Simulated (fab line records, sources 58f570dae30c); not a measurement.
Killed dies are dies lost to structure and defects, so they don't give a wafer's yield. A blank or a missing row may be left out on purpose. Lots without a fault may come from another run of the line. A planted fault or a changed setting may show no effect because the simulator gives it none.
Which tool did it? | flow berkeley_cmos170 | 12 lots, 36 wafers sampled, at 1 step of a route of 331

WHAT THE GAUGES READ, wafer by wafer
UCB170_START_THK_MEAS_03.
lot  | measured    | on            | START_OXIDE_THK (nm)
L075 | day 1 19:07 | film_metro-01 | 19.6 19.4 19.3
L077 | day 2 06:29 | film_metro-02 | 20.3 20.2 20.1
L080 | day 2 19:35 | film_metro-01 | 20.5 20.6 20.4
L081 | day 3 04:35 | film_metro-02 | 20.4 20.7 20.9
L083 | day 3 09:01 | film_metro-01 | 19.9 20.0 20.0
L085 | day 3 22:44 | film_metro-01 | 20.3 20.1 19.9
L087 | day 4 07:36 | film_metro-02 | 20.0 19.6 19.8
L088 | day 4 16:06 | film_metro-01 | 19.5 19.8 19.7
L091 | day 5 05:54 | film_metro-03 | 19.8 20.2 20.1
L093 | day 5 14:56 | film_metro-03 | 21.1 20.7 21.0
L095 | day 5 20:58 | film_metro-03 | 19.7 19.8 19.6
L096 | day 6 07:40 | film_metro-01 | 19.5 19.7 19.8

WHICH TOOL RAN EACH LOT (tool, then ch and the chambers of the sampled wafers, then the start)
The record holds no process step before these readings.

THE ANSWER, worked out from the rows above alone
Rule: what is usual is taken from the lots themselves. Put in order of their means at a reading, lots are off if they are a third of the lots or fewer, leave a main group of 4 or more, and stand apart from it by a gap of 3 or more times the standard deviation of the main group's means; of several such gaps the widest counts. A main group whose means are all the same, to the digits that the tables above print for the reading, isn't used. A lot without any number at a reading at which 4 lots or more have one is off too. The other lots that the step has rows for count as sound.
No lot is off at any reading shown: from this, nothing can be told.

WHAT THE SIMULATOR HAD PUT IN
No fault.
